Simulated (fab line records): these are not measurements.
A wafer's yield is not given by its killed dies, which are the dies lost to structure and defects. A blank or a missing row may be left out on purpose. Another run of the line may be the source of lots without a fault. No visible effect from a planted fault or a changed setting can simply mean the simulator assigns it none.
Struck lot and sound lot, side by side    flow berkeleyCmos170    14 steps out of a route of 331
Sound: these wafers, L788.1, L788.2, L788.3. Struck: wafers L786.3, L786.5, L786.6. The cause is given at the end.
For every step that has rows: the tool of each side, followed by ch and its chambers, followed by its first start. Under that, the readings that differ: sound wafers    struck wafers    difference of the means    sigmas: that difference in standard deviations of wafers without a fault.
alike: words and numbers the same on both sides, and readings whose means are apart by under 2 such deviations; not compared: readings that were withheld, readings missing a value for some wafer, numbers with overlapping values and no deviation given by the record, and bounds like >300 which may hide the same value.
Wherever a step has rows on one side only, a row that says differs or no value, or a row with sigmas, the two part there. When numbers do not overlap yet have no deviation, they are printed without sigmas and do not part them. A reading that every wafer of one side lacks parts them only if that side has two wafers or more.

first, 4 steps without rows for these wafers: UCB170_NVT_SOFTBAKE_02 (time 60 s); UCB170_NVT_EXPOSE_03 (exposes mask PWELL, target cd 3000 nm); UCB170_NVT_PEB_04; UCB170_NVT_DEVELOP_05 (develop time 45 s).
UCB170_NVT_OVL_MEAS_06:
  sound: overlay-01 at day 9 00:17; struck: overlay-02 at day 8 14:43
  alike: NVT_OVL
then, 1 step without rows for these wafers: UCB170_NVT_IMPLANT_07.
UCB170_NVT_STRIP_08: strips in O2.
  sound on plasmaAsher-04 ch 0,1, day 9 00:28; struck on plasmaAsher-03 ch 0,1, day 8 14:55
  alike: drypumpMotorCurrentA, o2FlowSccm, oesProductAu, stripTimeToEndpointS
  not compared: rfHoursCounterH
UCB170_NVT_TW_MEAS_09:
  sound: filmMetro-04 at day 9 00:34; struck: filmMetro-03 at day 8 15:01
reading  sound        struck       difference  sigmas
NVT_TW   522 524 521  537 534 538  +14         +2
then, 4 steps without rows for these wafers: UCB170_NVT_CLEAN_10 (cleans in SPM, time 600 s); UCB170_PVT_HMDS_00 (prime time 60 s); UCB170_PVT_COAT_01 (resist thk 900 nm); UCB170_PVT_SOFTBAKE_02 (time 60 s).
UCB170_PVT_EXPOSE_03: exposes mask NWELL, target cd 3000 nm.
  struck on krfScanner-02, day 8 16:27; sound on krfScanner-02 ch 0, day 9 02:16
  no value came back on the struck wafers for exposureDoseMJCm2, focusOffsetNm (nm), reticleTempC (C); on the sound wafers exposureDoseMJCm2 reads 30.001 30.049 30.027
  alike: mask
then, 1 step without rows for these wafers: UCB170_PVT_PEB_04.

## WHERE THEY PART
Last at UCB170_PVT_EXPOSE_03 as far as this record goes, first at UCB170_NVT_TW_MEAS_09.

WHY: what the simulator had put in
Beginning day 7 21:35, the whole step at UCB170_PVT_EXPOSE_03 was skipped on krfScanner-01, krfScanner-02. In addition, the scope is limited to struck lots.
